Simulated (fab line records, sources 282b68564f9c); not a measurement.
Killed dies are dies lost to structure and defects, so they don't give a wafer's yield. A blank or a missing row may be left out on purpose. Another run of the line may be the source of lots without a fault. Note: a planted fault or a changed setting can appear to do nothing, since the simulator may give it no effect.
Which of the tools did it? || flow rit_cmos || 42 wafers from 14 lots sampled at 2 of the route's 202 steps

== WHAT EACH GAUGE READ, for each wafer ==
RIT_GATE_THK_MEAS_07. Usual: GATE_OXIDE_THK 3.00 nm, standard deviation 0.068.
{"lot": "L421", "measured": "day 2 15:11", "on": "film_metro-02", "GATE_OXIDE_THK (nm)": "2.96 3.06 3.02", "flag": ""}
{"lot": "L422", "measured": "day 2 20:42", "on": "film_metro-03", "GATE_OXIDE_THK (nm)": "3.04 3.03 3.00", "flag": ""}
{"lot": "L423", "measured": "day 3 01:13", "on": "film_metro-03", "GATE_OXIDE_THK (nm)": "3.11 3.02 3.03", "flag": ""}
{"lot": "L424", "measured": "day 3 05:23", "on": "film_metro-02", "GATE_OXIDE_THK (nm)": "3.15 3.03 3.09", "flag": ""}
{"lot": "L425", "measured": "day 3 11:49", "on": "film_metro-03", "GATE_OXIDE_THK (nm)": "2.99 2.98 3.07", "flag": ""}
{"lot": "L426", "measured": "day 3 15:38", "on": "film_metro-04", "GATE_OXIDE_THK (nm)": "3.03 3.09 3.09", "flag": ""}
{"lot": "L427", "measured": "day 3 21:42", "on": "film_metro-04", "GATE_OXIDE_THK (nm)": "2.96 2.93 3.05", "flag": ""}
{"lot": "L434", "measured": "day 5 07:37", "on": "film_metro-03", "GATE_OXIDE_THK (nm)": "2.75 2.83 2.74", "flag": "OFF"}
{"lot": "L435", "measured": "day 5 16:45", "on": "film_metro-04", "GATE_OXIDE_THK (nm)": "2.76 2.75 2.78", "flag": "OFF"}
{"lot": "L437", "measured": "day 5 22:54", "on": "film_metro-02", "GATE_OXIDE_THK (nm)": "3.09 3.12 3.12", "flag": ""}
{"lot": "L438", "measured": "day 6 03:15", "on": "film_metro-03", "GATE_OXIDE_THK (nm)": "3.00 2.94 2.91", "flag": ""}
{"lot": "L440", "measured": "day 6 17:52", "on": "film_metro-02", "GATE_OXIDE_THK (nm)": "2.92 2.97 2.91", "flag": ""}
{"lot": "L442", "measured": "day 7 00:25", "on": "film_metro-04", "GATE_OXIDE_THK (nm)": "3.01 3.00 3.04", "flag": ""}
{"lot": "L443", "measured": "day 7 07:12", "on": "film_metro-02", "GATE_OXIDE_THK (nm)": "3.13 3.10 3.08", "flag": ""}

== EACH LOT AND THE TOOL THAT RAN IT (in order: tool; ch and the chambers of the sampled wafers; start) ==
{"lot": "L421", "RIT_GATE_OXIDATION_05": "furnace-03 ch 0, day 2 13:52"}
{"lot": "L422", "RIT_GATE_OXIDATION_05": "furnace-03 ch 0, day 2 19:22"}
{"lot": "L423", "RIT_GATE_OXIDATION_05": "furnace-03 ch 0, day 2 23:53"}
{"lot": "L424", "RIT_GATE_OXIDATION_05": "furnace-01 ch 0, day 3 04:03"}
{"lot": "L425", "RIT_GATE_OXIDATION_05": "furnace-01 ch 0, day 3 10:29"}
{"lot": "L426", "RIT_GATE_OXIDATION_05": "furnace-03 ch 0, day 3 14:18"}
{"lot": "L427", "RIT_GATE_OXIDATION_05": "furnace-01 ch 0, day 3 20:21"}
{"lot": "L434", "RIT_GATE_OXIDATION_05": "furnace-03 ch 0, day 5 06:17"}
{"lot": "L435", "RIT_GATE_OXIDATION_05": "furnace-03 ch 0, day 5 14:07"}
{"lot": "L437", "RIT_GATE_OXIDATION_05": "furnace-01 ch 0, day 5 21:34"}
{"lot": "L438", "RIT_GATE_OXIDATION_05": "furnace-01 ch 0, day 6 01:55"}
{"lot": "L440", "RIT_GATE_OXIDATION_05": "furnace-04 ch 0, day 6 14:15"}
{"lot": "L442", "RIT_GATE_OXIDATION_05": "furnace-04 ch 0, day 6 23:05"}
{"lot": "L443", "RIT_GATE_OXIDATION_05": "furnace-01 ch 0, day 7 05:14"}
- RIT_GATE_OXIDATION_05: target thk 3 nm, ox time 270 s.

== WHAT THE TOOLS THEMSELVES READ (means of the sampled wafers that have a number; where no wafer has one, the mark that the record gives instead) ==
RIT_GATE_OXIDATION_05. Usual: spike_tc_centre_C 903.2 C, standard deviation 1.1; spike_tc_source_C 923.0 C, standard deviation 2.2; tube_center_temp_C 900.01 C, standard deviation 0.087; tube_center_temp_C_max 902.3, standard deviation 0.34.
{"lot": "L421", "tool": "furnace-03", "spike_tc_centre_C (C)": 905.2, "spike_tc_source_C (C)": 922.5, "tube_center_temp_C (C)": 899.99, "tube_center_temp_C_max": 902.0, "flag": ""}
{"lot": "L422", "tool": "furnace-03", "spike_tc_centre_C (C)": 903.5, "spike_tc_source_C (C)": 921.6, "tube_center_temp_C (C)": 900.05, "tube_center_temp_C_max": 902.2, "flag": ""}
{"lot": "L423", "tool": "furnace-03", "spike_tc_centre_C (C)": 903.8, "spike_tc_source_C (C)": 922.7, "tube_center_temp_C (C)": 899.99, "tube_center_temp_C_max": 902.4, "flag": ""}
{"lot": "L424", "tool": "furnace-01", "spike_tc_centre_C (C)": 902.5, "spike_tc_source_C (C)": 924.7, "tube_center_temp_C (C)": 900.03, "tube_center_temp_C_max": 902.0, "flag": ""}
{"lot": "L425", "tool": "furnace-01", "spike_tc_centre_C (C)": 902.3, "spike_tc_source_C (C)": 925.5, "tube_center_temp_C (C)": 899.99, "tube_center_temp_C_max": 902.7, "flag": ""}
{"lot": "L426", "tool": "furnace-03", "spike_tc_centre_C (C)": 903.9, "spike_tc_source_C (C)": 921.8, "tube_center_temp_C (C)": 900.03, "tube_center_temp_C_max": 902.7, "flag": ""}
{"lot": "L427", "tool": "furnace-01", "spike_tc_centre_C (C)": 903.7, "spike_tc_source_C (C)": 925.3, "tube_center_temp_C (C)": 899.99, "tube_center_temp_C_max": 902.6, "flag": ""}
{"lot": "L434", "tool": "furnace-03", "spike_tc_centre_C (C)": 898.8, "spike_tc_source_C (C)": 916.7, "tube_center_temp_C (C)": 894.98, "tube_center_temp_C_max": 897.2, "flag": "OFF"}
{"lot": "L435", "tool": "furnace-03", "spike_tc_centre_C (C)": 898.2, "spike_tc_source_C (C)": 916.4, "tube_center_temp_C (C)": 895.03, "tube_center_temp_C_max": 897.4, "flag": "OFF"}
{"lot": "L437", "tool": "furnace-01", "spike_tc_centre_C (C)": 903.1, "spike_tc_source_C (C)": 925.7, "tube_center_temp_C (C)": 900.01, "tube_center_temp_C_max": 902.4, "flag": ""}
{"lot": "L438", "tool": "furnace-01", "spike_tc_centre_C (C)": 903.6, "spike_tc_source_C (C)": 926.1, "tube_center_temp_C (C)": 899.98, "tube_center_temp_C_max": 902.0, "flag": ""}
{"lot": "L440", "tool": "furnace-04", "spike_tc_centre_C (C)": 901.4, "spike_tc_source_C (C)": 920.1, "tube_center_temp_C (C)": 900.02, "tube_center_temp_C_max": 902.1, "flag": ""}
{"lot": "L442", "tool": "furnace-04", "spike_tc_centre_C (C)": 901.5, "spike_tc_source_C (C)": 920.8, "tube_center_temp_C (C)": 899.98, "tube_center_temp_C_max": 902.5, "flag": ""}
{"lot": "L443", "tool": "furnace-01", "spike_tc_centre_C (C)": 902.8, "spike_tc_source_C (C)": 924.6, "tube_center_temp_C (C)": 900.01, "tube_center_temp_C_max": 902.3, "flag": ""}

== THE ANSWER, worked out from the rows above alone ==
Rule: lot off if the mean of its wafers having a number is beyond 3 standard deviations from the usual mean. A lot without any number at a reading at which 4 lots or more have one is off too. All remaining lots with rows at the step are treated as sound. Order of review: gauges by route order, followed by the tools' own readings, for which a lot's mean as printed above is used. At the first step where some lot is off, the reading lying furthest off is the one used; lots without a number count as furthest.
Off: L434, L435, seen at RIT_GATE_THK_MEAS_07 (GATE_OXIDE_THK).
If a tool, at a process step before that reading, ran all the lots that are off and no sound lot after the first of them, it fits. Not tried: the gauges at RIT_GATE_THK_MEAS_07; whatever is off there is also off at RIT_GATE_OXIDATION_05, on other tools, and gauge error can't account for it. One candidate fits, namely furnace-03 at RIT_GATE_OXIDATION_05. Its last sound lot is L426 (day 3 14:18), its first lot that is off L434 (day 5 06:17): a fault that began between those two fits.
The tool's own readings at RIT_GATE_OXIDATION_05 bear it out: on the lots that are off they differ by more than 5 times the standard deviation of the sound lots' means. tube_center_temp_C reads 895.00 C there against 900.01 C on the sound lots; tube_center_temp_C_max reads 897.3 there against 902.3 on the sound lots.

== WHAT WAS PUT IN BY THE SIMULATOR ==
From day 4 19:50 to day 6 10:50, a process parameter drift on furnace-03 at RIT_GATE_OXIDATION_05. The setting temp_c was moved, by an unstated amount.
Shown lots that were struck: L434, L435. The rule above found the same.
